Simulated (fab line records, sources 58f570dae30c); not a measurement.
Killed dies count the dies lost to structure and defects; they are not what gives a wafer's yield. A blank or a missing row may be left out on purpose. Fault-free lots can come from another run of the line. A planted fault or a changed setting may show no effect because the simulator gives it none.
fab line records    flow berkeley-cmos170
record: lots: 13  wafers: 39  last-day: 12
route steps=331 shown SPACER@174 SILICIDE@211 CONTACT@224 M1@249
lots with no fault: from the same line, run without faults
start-h: the number of hours between the record's first day and the start of the first shown wafer of the lot    wait-h: time in hours since the lot's previous step    " the same as in the row above    L1.1+2: a row that stands for several wafers    - value missing, or start not given    * or withheld: withheld    < > ~ a bound
route shown NAME@n: a module of which the file shows steps, and the number in the route of the first    usual: average and standard deviation across the fault-free wafers    same: alike in all rows    chamber/n: place in a boat    sites: readings site by site    _std_site: standard deviation of those values    _edge_site: the outer-site mean with the inner-site mean subtracted    radius-mm: how far each site lies from the wafer's centre    mask NAME#n: copy n    behind: the tool/chamber that last shaped the wafer    hold: why the lot went on hold/how many hours it stayed there/how the hold came to an end    device: names the non-switching transistor (n, p or np)    end of line: the tests these same wafers got at the end of their route    step lacking rows: just its recipe    killed: count of dies lost to structure and defects at first sort (not the wafer's yield)    map: dies across one wafer; x = killed, . = not, _ = none there
set.NAME: the run value of the setting; set.NAME@STEP: its run value at that earlier step    model.NAME: the simulator's own value behind a step, which no gauge read
steps of the route over a sample of lots; a table a step, a row a wafer
services: a tool's chamber out of use, with start hour (start-h, from the record's first day; less than 0 if before it), hours out, and reason
== steps ==
step: UCB170_SPACER_ETCHBACK_03
recipe: stop-on: Si  target: SiO2  chemistry: CHF3/CF4/Ar  CHF3_flow_sccm: 50  cf4-flow-sccm: 10  Ar_flow_sccm: 120  pressure-mtorr: 200  rf-w: 500  target-depth-a: 3760  time-s: 100
usual: drypump-motor-current-A: 5.8/0.39  oes-product-au: 0.905/0.014  throttle-valve-pct: 6.45/0.12
lot.wafer  tool         chamber  start-h  wait-h  drypump-motor-current-A  oes-product-au  rf-hours-counter-h  throttle-valve-pct
L344.1     rie-diel-01  1        156.86   0.0     5.7                      0.910           103                 6.31
L344.4     "            3        "        "       5.4                      0.909           136                 6.34
L344.6     "            0        "        "       5.3                      0.921           -                   6.40
L343.3     rie-diel-02  0        156.93   0.1     6.1                      0.899           14                  6.61
L343.4     "            1        "        "       5.5                      0.879           10                  6.68
L343.6     "            2        "        "       6.0                      0.912           -                   6.56
L342.1     rie-diel-03  0        157.00   0.1     6.2                      0.898           96                  6.44
L342.3     "            2        "        "       6.8                      0.902           15                  6.52
L342.5     "            3        "        "       5.7                      0.889           -                   6.60
L348.3     rie-diel-03  1        191.28   0.1     5.6                      0.913           4                   6.38
L348.4     "            2        "        "       6.8                      0.905           -                   6.54
L348.5     "            1        "        "       5.6                      0.931           -                   6.38
L357.1     rie-diel-02  3        212.23   0.0     5.6                      0.915           6                   6.31
L357.2     "            1        "        "       5.5                      0.893           13                  6.68
L357.5     "            0        "        "       6.1                      0.929           -                   6.60
L353.2     rie-diel-02  1        217.70   0.0     5.5                      0.892           13                  6.68
L353.4     "            2        "        "       6.1                      0.902           56                  6.55
L353.6     "            1        "        "       5.5                      0.910           -                   6.66
L358.2     rie-diel-01  2        217.70   0.0     5.6                      0.924           14                  6.38
L358.4     "            3        "        "       5.4                      0.912           139                 6.35
L358.6     "            1        "        "       5.8                      0.920           -                   6.33
L359.1     rie-diel-03  3        217.70   0.0     5.7                      0.861           107                 6.60
L359.2     "            0        "        "       6.3                      0.898           99                  6.46
L359.6     "            2        "        "       6.7                      0.922           -                   6.51
L360.2     rie-diel-03  2        226.03   0.0     6.8                      0.910           19                  6.52
L360.4     "            3        "        "       5.7                      0.876           108                 6.60
L360.5     "            1        "        "       5.7                      0.900           -                   6.38
L362.2     rie-diel-01  0        243.83   0.0     5.4                      0.896           134                 6.40
L362.3     "            2        "        "       5.6                      0.912           16                  6.38
L362.5     "            1        "        "       5.7                      0.891           -                   6.32
L363.1     rie-diel-02  2        243.83   0.0     6.0                      0.888           57                  6.55
L363.2     "            1        "        "       5.5                      0.893           14                  6.67
L363.5     "            2        "        "       6.0                      0.896           -                   6.54
L364.1     rie-diel-03  2        251.88   0.0     6.8                      0.913           20                  6.51
L364.2     "            0        "        "       6.2                      0.889           101                 6.44
L364.6     "            0        "        "       6.2                      0.919           -                   6.45
L365.2     rie-diel-01  2        259.48   0.0     5.6                      0.900           17                  6.38
L365.3     "            1        "        "       5.7                      0.900           109                 6.31
L365.6     "            2        "        "       5.6                      0.914           -                   6.38
step: UCB170_SILICIDE_SPUTTER_01
recipe: material: Ti  target-thk-nm: 30  time-s: 25  power-w: 1500  chamber-pressure-pa: 0.5
usual: chamber-pressure-pa: 0.4999/0.001  throttle-valve-pct: 30.1/0.89
lot.wafer  tool            chamber  start-h  wait-h  chamber-pressure-pa  throttle-valve-pct
L344.1     pvd-sputter-02  -        165.40   0.0     0.4998               31.4
L344.4     "               -        "        "       0.5012               29.1
L344.6     "               -        "        "       0.5002               29.1
L343.3     pvd-sputter-02  -        166.58   0.0     0.5001               29.4
L343.4     "               -        "        "       0.4999               29.5
L343.6     "               -        "        "       0.4999               29.6
L342.1     pvd-sputter-03  -        167.06   0.0     0.5000               29.6
L342.3     "               -        "        "       0.4991               31.7
L342.5     "               -        "        "       0.5008               30.0
L348.3     pvd-sputter-04  -        204.04   0.0     0.5008               30.9
L348.4     "               -        "        "       0.5008               29.8
L348.5     "               -        "        "       0.4997               29.9
L357.1     pvd-sputter-03  -        217.56   0.0     0.4974               29.9
L357.2     "               -        "        "       0.4995               30.3
L357.5     "               -        "        "       0.4987               29.1
L353.2     pvd-sputter-02  -        223.39   0.0     0.5009               29.3
L353.4     "               -        "        "       0.5010               29.4
L353.6     "               -        "        "       0.5013               31.5
L359.1     pvd-sputter-03  -        223.86   0.0     0.4995               30.4
L359.2     "               -        "        "       0.5016               31.6
L359.6     "               -        "        "       0.5005               29.6
L358.2     pvd-sputter-04  -        224.49   0.0     0.4997               30.8
L358.4     "               -        "        "       0.5004               29.9
L358.6     "               -        "        "       0.5002               31.4
L360.2     pvd-sputter-03  -        234.71   0.0     0.4990               28.8
L360.4     "               -        "        "       0.4993               30.6
L360.5     "               -        "        "       0.5001               30.6
L363.1     pvd-sputter-03  -        248.81   0.0     0.4989               30.6
L363.2     "               -        "        "       0.5014               28.7
L363.5     "               -        "        "       0.4996               30.1
L362.2     pvd-sputter-04  -        249.19   0.0     0.5002               29.8
L362.3     "               -        "        "       0.5003               29.7
L362.5     "               -        "        "       0.4998               30.7
L364.1     pvd-sputter-03  -        258.21   0.0     0.5010               30.6
L364.2     "               -        "        "       0.5002               29.9
L364.6     "               -        "        "       0.4997               29.7
L365.2     pvd-sputter-03  -        264.78   0.0     0.5010               28.9
L365.3     "               -        "        "       0.5007               31.8
L365.6     "               -        "        "       0.4985               28.8
step: UCB170_SILICIDE_RS_MEAS_02
recipe: thk-meas-gauge: four-point-probe  reads: Ti_of_SILICIDE_SPUTTER_01
usual: SILICIDE_TI_RS: 25.9/0.37
lot.wafer  tool           chamber  start-h  wait-h  SILICIDE_TI_RS[ohm/sq]
L344.1     film-metro-03  -        165.43   0.0     26.2
L344.4     "              -        "        "       25.6
L344.6     "              -        "        "       25.6
L343.3     film-metro-03  -        166.65   0.1     25.9
L343.4     "              -        "        "       26.2
L343.6     "              -        "        "       26.1
L342.1     film-metro-01  -        167.10   0.0     25.7
L342.3     "              -        "        "       25.6
L342.5     "              -        "        "       25.9
L348.3     film-metro-01  -        204.11   0.1     26.3
L348.4     "              -        "        "       26.7
L348.5     "              -        "        "       26.8
L357.1     film-metro-01  -        217.59   0.0     25.8
L357.2     "              -        "        "       25.5
L357.5     "              -        "        "       25.5
L353.2     film-metro-03  -        223.45   0.0     30.2
L353.4     "              -        "        "       25.7
L353.6     "              -        "        "       25.8
L359.1     film-metro-03  -        223.89   0.0     25.9
L359.2     "              -        "        "       25.7
L359.6     "              -        "        "       25.8
L358.2     film-metro-01  -        224.54   0.0     25.5
L358.4     "              -        "        "       25.8
L358.6     "              -        "        "       26.0
L360.2     film-metro-03  -        234.76   0.0     25.9
L360.4     "              -        "        "       25.9
L360.5     "              -        "        "       25.8
L363.1     film-metro-03  -        248.84   0.0     26.4
L363.2     "              -        "        "       25.9
L363.5     "              -        "        "       26.4
L362.2     film-metro-03  -        249.24   0.0     25.8
L362.3     "              -        "        "       25.7
L362.5     "              -        "        "       25.3
L364.1     film-metro-04  -        258.24   0.0     26.1
L364.2     "              -        "        "       26.4
L364.6     "              -        "        "       26.2
L365.2     film-metro-04  -        264.83   0.0     25.3
L365.3     "              -        "        "       25.4
L365.6     "              -        "        "       25.4
step: UCB170_SILICIDE_THK_MEAS_03
recipe: thk-meas-gauge: xrf  reads: Ti_of_SILICIDE_SPUTTER_01
usual: SILICIDE_TI_THK: 30.6/0.43
lot.wafer  tool           chamber  start-h  wait-h  SILICIDE_TI_THK[nm]
L344.1     film-metro-03  -        165.55   0.1     30.1
L344.4     "              -        "        "       30.7
L344.6     "              -        "        "       30.9
L343.3     film-metro-03  -        166.75   0.1     30.5
L343.4     "              -        "        "       30.2
L343.6     "              -        "        "       30.3
L342.1     film-metro-01  -        167.22   0.1     31.3
L342.3     "              -        "        "       31.5
L342.5     "              -        "        "       31.1
L348.3     film-metro-01  -        204.21   0.1     30.5
L348.4     "              -        "        "       30.3
L348.5     "              -        "        "       30.1
L357.1     film-metro-01  -        217.71   0.1     31.2
L357.2     "              -        "        "       31.4
L357.5     "              -        "        "       31.4
L353.2     film-metro-03  -        223.56   0.1     26.7
L353.4     "              -        "        "       30.7
L353.6     "              -        "        "       30.5
L359.1     film-metro-03  -        224.01   0.1     30.3
L359.2     "              -        "        "       30.6
L359.6     "              -        "        "       30.5
L358.2     film-metro-01  -        224.65   0.1     31.5
L358.4     "              -        "        "       31.2
L358.6     "              -        "        "       30.9
L360.2     film-metro-03  -        234.87   0.1     30.5
L360.4     "              -        "        "       30.5
L360.5     "              -        "        "       30.4
L363.1     film-metro-03  -        248.96   0.1     30.1
L363.2     "              -        "        "       30.4
L363.5     "              -        "        "       30.0
L362.2     film-metro-03  -        249.35   0.1     30.8
L362.3     "              -        "        "       30.7
L362.5     "              -        "        "       31.0
L364.1     film-metro-04  -        258.36   0.1     30.7
L364.2     "              -        "        "       30.5
L364.6     "              -        "        "       30.5
L365.2     film-metro-04  -        264.94   0.1     31.4
L365.3     "              -        "        "       31.5
L365.6     "              -        "        "       31.3
step: UCB170_CONTACT_RTA_08
recipe: temp-c: 900  time-s: 10  ambient: N2
usual: anneal-temp-c-max: 904.2/1.5  chamber-o2-ppm: 1.998/0.023  lamp-power-pct: 25.3/0.74  wafer_temp_C_max: 905.1/1
lot.wafer  tool           chamber  start-h  wait-h  anneal-temp-c-max  chamber-o2-ppm  lamp-power-pct  wafer_temp_C_max
L344.1     rtp-anneal-01  0        173.83   0.0     904.2              2.031           25.9            905.3
L344.4     "              0        "        "       904.2              2.022           25.9            904.5
L344.6     "              0        "        "       905.4              2.040           26.0            904.2
L343.3     rtp-anneal-01  0        174.20   0.0     905.9              1.966           25.9            906.9
L343.4     "              0        "        "       903.7              1.966           25.9            905.2
L343.6     "              0        "        "       905.0              1.960           26.0            906.4
L342.1     rtp-anneal-01  0        175.74   0.0     905.8              1.960           26.0            904.0
L342.3     "              0        "        "       905.2              1.979           26.0            904.0
L342.5     "              0        "        "       903.4              2.010           25.9            905.2
L348.3     rtp-anneal-02  0        208.09   0.1     902.4              1.952           24.5            904.9
L348.4     "              0        "        "       903.5              1.999           24.4            902.9
L348.5     "              0        "        "       902.2              1.985           24.4            903.7
L357.1     rtp-anneal-02  0        220.83   0.0     903.8              1.981           24.4            904.4
L357.2     "              0        "        "       903.0              2.009           24.4            905.5
L357.5     "              0        "        "       902.6              1.995           24.4            905.3
L353.2     rtp-anneal-01  0        226.73   0.0     905.0              2.018           25.9            906.4
L353.4     "              0        "        "       905.0              1.979           26.0            904.7
L353.6     "              0        "        "       907.7              1.991           26.0            906.5
L359.1     rtp-anneal-02  0        227.62   0.0     902.2              1.965           24.4            904.9
L359.2     "              0        "        "       902.5              1.959           24.4            905.2
L359.6     "              0        "        "       902.1              2.031           24.5            905.6
L358.2     rtp-anneal-01  0        229.60   0.0     905.3              1.979           25.9            904.9
L358.4     "              0        "        "       905.0              1.962           26.0            905.2
L358.6     "              0        "        "       905.9              1.981           25.9            904.4
L360.2     rtp-anneal-01  0        239.12   0.0     905.4              2.007           25.9            903.9
L360.4     "              0        "        "       905.9              1.989           25.9            905.9
L360.5     "              0        "        "       905.3              2.007           26.0            905.5
L363.1     rtp-anneal-02  0        251.97   0.0     902.8              2.018           24.4            906.5
L363.2     "              0        "        "       902.5              1.996           24.4            904.4
L363.5     "              0        "        "       902.6              2.020           24.4            904.5
L362.2     rtp-anneal-01  0        252.37   0.0     903.4              1.995           25.9            905.0
L362.3     "              0        "        "       905.1              2.005           26.0            905.4
L362.5     "              0        "        "       906.2              2.004           25.9            904.5
L364.1     rtp-anneal-01  0        261.26   0.0     904.9              2.031           25.9            903.5
L364.2     "              0        "        "       903.7              1.981           26.0            903.8
L364.6     "              0        "        "       905.7              2.013           26.0            904.9
L365.2     rtp-anneal-01  0        268.96   0.0     905.2              2.029           25.9            904.8
L365.3     "              0        "        "       904.3              2.023           25.9            904.1
L365.6     "              0        "        "       904.8              2.044           25.9            906.6
step: UCB170_M1_ETCH_11
recipe: chemistry: N2/H2  target-depth-a: withheld  overetch-a: withheld  target: BARC  time-s: withheld  source-w: 500  bias-w: 100  pressure-mtorr: 30  n2-flow-sccm: 100  h2-flow-sccm: 200
usual: drypump-motor-current-A: 5.9/0.42  oes-product-au: 1.000/0.017  throttle-valve-pct: 13.43/0.2
lot.wafer  tool         chamber  start-h  wait-h  drypump-motor-current-A  oes-product-au  throttle-valve-pct
L344.1     rie-diel-02  1        179.09   0.0     5.5                      0.986           13.60
L344.4     "            0        "        "       6.1                      1.024           13.61
L344.6     "            1        "        "       5.5                      0.989           13.62
L343.3     rie-diel-02  3        179.36   0.0     5.6                      0.993           13.04
L343.4     "            1        "        "       5.5                      1.001           13.63
L343.6     "            0        "        "       6.2                      1.022           13.59
L342.1     rie-diel-04  2        181.71   0.0     5.3                      0.996           13.30
L342.3     "            1        "        "       6.5                      1.001           13.66
L342.5     "            1        "        "       6.5                      0.993           13.64
L348.3     rie-diel-02  2        211.83   0.0     6.0                      1.000           13.40
L348.4     "            1        "        "       5.5                      1.001           13.61
L348.5     "            0        "        "       6.1                      1.018           13.60
L357.1     rie-diel-04  0        226.07   0.0     5.6                      1.031           13.57
L357.2     "            1        "        "       6.5                      1.006           13.66
L357.5     "            1        "        "       6.5                      1.006           13.66
L353.2     rie-diel-03  0        233.29   0.0     6.3                      1.004           13.41
L353.4     "            2        "        "       6.8                      1.017           13.26
L353.6     "            3        "        "       5.7                      0.960           13.53
L359.1     rie-diel-04  3        233.45   0.0     5.9                      0.953           13.66
L359.2     "            1        "        "       6.4                      0.991           13.66
L359.6     "            1        "        "       6.4                      0.998           13.66
L358.2     rie-diel-02  0        236.09   0.0     6.1                      1.015           13.61
L358.4     "            3        "        "       5.6                      0.994           13.06
L358.6     "            0        "        "       6.2                      1.019           13.61
L360.2     rie-diel-04  2        243.26   0.0     5.3                      1.003           13.28
L360.4     "            1        "        "       6.5                      1.001           13.66
L360.5     "            0        "        "       5.6                      1.025           13.60
L363.1     rie-diel-02  1        256.07   0.0     5.5                      0.994           13.62
L363.2     "            2        "        "       6.1                      0.986           13.39
L363.5     "            0        "        "       6.1                      1.022           13.60
L362.2     rie-diel-04  0        256.25   0.0     5.6                      1.013           13.58
L362.3     "            1        "        "       6.5                      1.000           13.67
L362.5     "            0        "        "       5.6                      1.013           13.58
L364.1     rie-diel-03  2        264.88   0.0     6.8                      1.029           13.23
L364.2     "            0        "        "       6.3                      0.997           13.39
L364.6     "            0        "        "       6.2                      1.002           13.39
L365.2     rie-diel-03  0        272.20   0.0     6.2                      1.002           13.41
L365.3     "            1        "        "       5.7                      1.005           13.08
L365.6     "            1        "        "       5.7                      1.015           13.10
== services ==
tool            chamber  start-h  hours  kind
rie-diel-02     2        132.89   11.5   repair
rie-diel-03     1        143.01   35.9   repair
pvd-sputter-02  -        152.48   8.4    repair
rie-diel-02     1        158.63   5.6    repair
rie-diel-01     1        168.36   2.4    repair
rie-diel-04     0        173.74   -      clean
rie-diel-04     0        173.74   13.6   scheduled-down
rie-diel-04     0        173.74   13.6   vent-cycle
rie-diel-01     1        174.41   6.0    repair
rie-diel-03     3        190.02   2.4    repair
pvd-sputter-04  3        205.02   -      consumable-replace:kit
pvd-sputter-04  3        205.02   18.0   scheduled-down
pvd-sputter-04  3        205.02   18.0   vent-cycle
rie-diel-04     3        207.48   5.9    repair
pvd-sputter-03  -        209.93   3.3    repair
pvd-sputter-03  -        212.38   1.8    repair
rie-diel-01     3        237.34   -      clean
rie-diel-01     3        237.34   11.5   scheduled-down
rie-diel-01     3        237.34   11.5   vent-cycle
rie-diel-02     3        239.65   14.5   repair
pvd-sputter-03  -        250.61   3.9    repair
== key ==
first-sign: step: UCB170_SILICIDE_RS_MEAS_02  reading: SILICIDE_TI_RS  direction: up  sigmas: 11  usual: 25.9  struck: 30.2
effect: step: UCB170_SILICIDE_THK_MEAS_03  reading: SILICIDE_TI_THK  direction: down  sigmas: 9  usual: 30.6  struck: 26.7
met-at UCB170_SILICIDE_SPUTTER_01
struck-lots L353
struck-wafers L353.2
tester-left-out L353
not-acting-at UCB170_SPACER_ETCHBACK_03,UCB170_CONTACT_RTA_08,UCB170_M1_ETCH_11
onset-between 166.58 223.39
fault: kind: process-parameter-drift  tool: pvd-sputter-02  chamber: -  onset-h: 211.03  steps: UCB170_SILICIDE_SPUTTER_01  channel: time-s  offset: *  shape: step  end-h: 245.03  acts-in: *  stated: *  scope: struck-wafers-only
tester-left-out: of these lots the tester's yield and bins aren't shown, on N5 and GAA mostly nor the transistor test; their killed dies are dies lost to structure and defects alone, not to doping, threshold or leakage, so they don't give the yield
